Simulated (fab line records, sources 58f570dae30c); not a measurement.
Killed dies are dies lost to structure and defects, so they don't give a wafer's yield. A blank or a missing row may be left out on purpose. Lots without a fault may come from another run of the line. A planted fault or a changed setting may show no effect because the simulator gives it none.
Which tool did it? | flow berkeley_cmos170 | 7 lots, 21 wafers sampled, at 3 steps of a route of 331

WHAT THE GAUGES READ, wafer by wafer
UCB170_M3_RS_MEAS_02: measures by four-point-probe.
lot  | measured     | on            | M3_AL_RS (ohm/sq)
L774 | day 8 06:50  | film_metro-02 | 0.0326 0.0333 0.0330
L775 | day 8 09:10  | film_metro-02 | 0.0322 0.0325 0.0321
L783 | day 9 14:46  | film_metro-04 | 0.0326 0.0209 0.0320
L787 | day 10 16:33 | film_metro-04 | 0.0320 0.0321 0.0319
L790 | day 11 13:31 | film_metro-01 | 0.0324 0.0320 0.0322
L793 | day 12 08:06 | film_metro-01 | 0.0318 0.0318 0.0323
L796 | day 12 15:40 | film_metro-01 | 0.0322 0.0317 0.0323

WHICH TOOL RAN EACH LOT (tool, then ch and the chambers of the sampled wafers, then the start)
lot  | UCB170_V2_ETCH_14                  | UCB170_M3_SPUTTER_01
L774 | rie_diel-04 ch 0,2, day 8 06:16    | pvd_sputter-01, day 8 06:43
L775 | rie_diel-02 ch 0,2, day 8 08:34    | pvd_sputter-03, day 8 09:02
L783 | rie_diel-04 ch 1,2,3, day 9 14:11  | pvd_sputter-03, day 9 14:39
L787 | rie_diel-02 ch 0,1, day 10 15:56   | pvd_sputter-01, day 10 16:24
L790 | rie_diel-02 ch 1,2, day 11 12:58   | pvd_sputter-02, day 11 13:26
L793 | rie_diel-04 ch 0,1,2, day 12 07:31 | pvd_sputter-02, day 12 07:58
L796 | rie_diel-01 ch 0,1,2, day 12 15:07 | pvd_sputter-02, day 12 15:35
- UCB170_V2_ETCH_14: etches SiO2 in CHF3/CF4/Ar, stops on Al, target depth 1250 nm, time 291 s.
- UCB170_M3_SPUTTER_01: material Al, target thk 900 nm, time 120 s.

THE ANSWER, worked out from the rows above alone
Rule: what is usual is taken from the lots themselves. Put in order of their means at a reading, lots are off if they are a third of the lots or fewer, leave a main group of 4 or more, and stand apart from it by a gap of 3 or more times the standard deviation of the main group's means; of several such gaps the widest counts. A main group whose means are all the same, to the digits that the tables above print for the reading, isn't used. A lot without any number at a reading at which 4 lots or more have one is off too. The other lots that the step has rows for count as sound.
Off: L783, at UCB170_M3_RS_MEAS_02 (M3_AL_RS). The main group: mean 0.0322 ohm/sq, standard deviation 0.00034.
A tool fits if, at a process step before that reading, it ran every lot that is off, and no sound lot after the first of them. The gauges at UCB170_M3_RS_MEAS_02 are tried like those tools. One fits: pvd_sputter-03 at UCB170_M3_SPUTTER_01. Its last sound lot is L775 (day 8 09:02), its first lot that is off L783 (day 9 14:39): a fault that began between those two fits.

WHAT THE SIMULATOR HAD PUT IN
Process parameter drift: pvd_sputter-03, from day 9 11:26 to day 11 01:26, at UCB170_M3_SPUTTER_01. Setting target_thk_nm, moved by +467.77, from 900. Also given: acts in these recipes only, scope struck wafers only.
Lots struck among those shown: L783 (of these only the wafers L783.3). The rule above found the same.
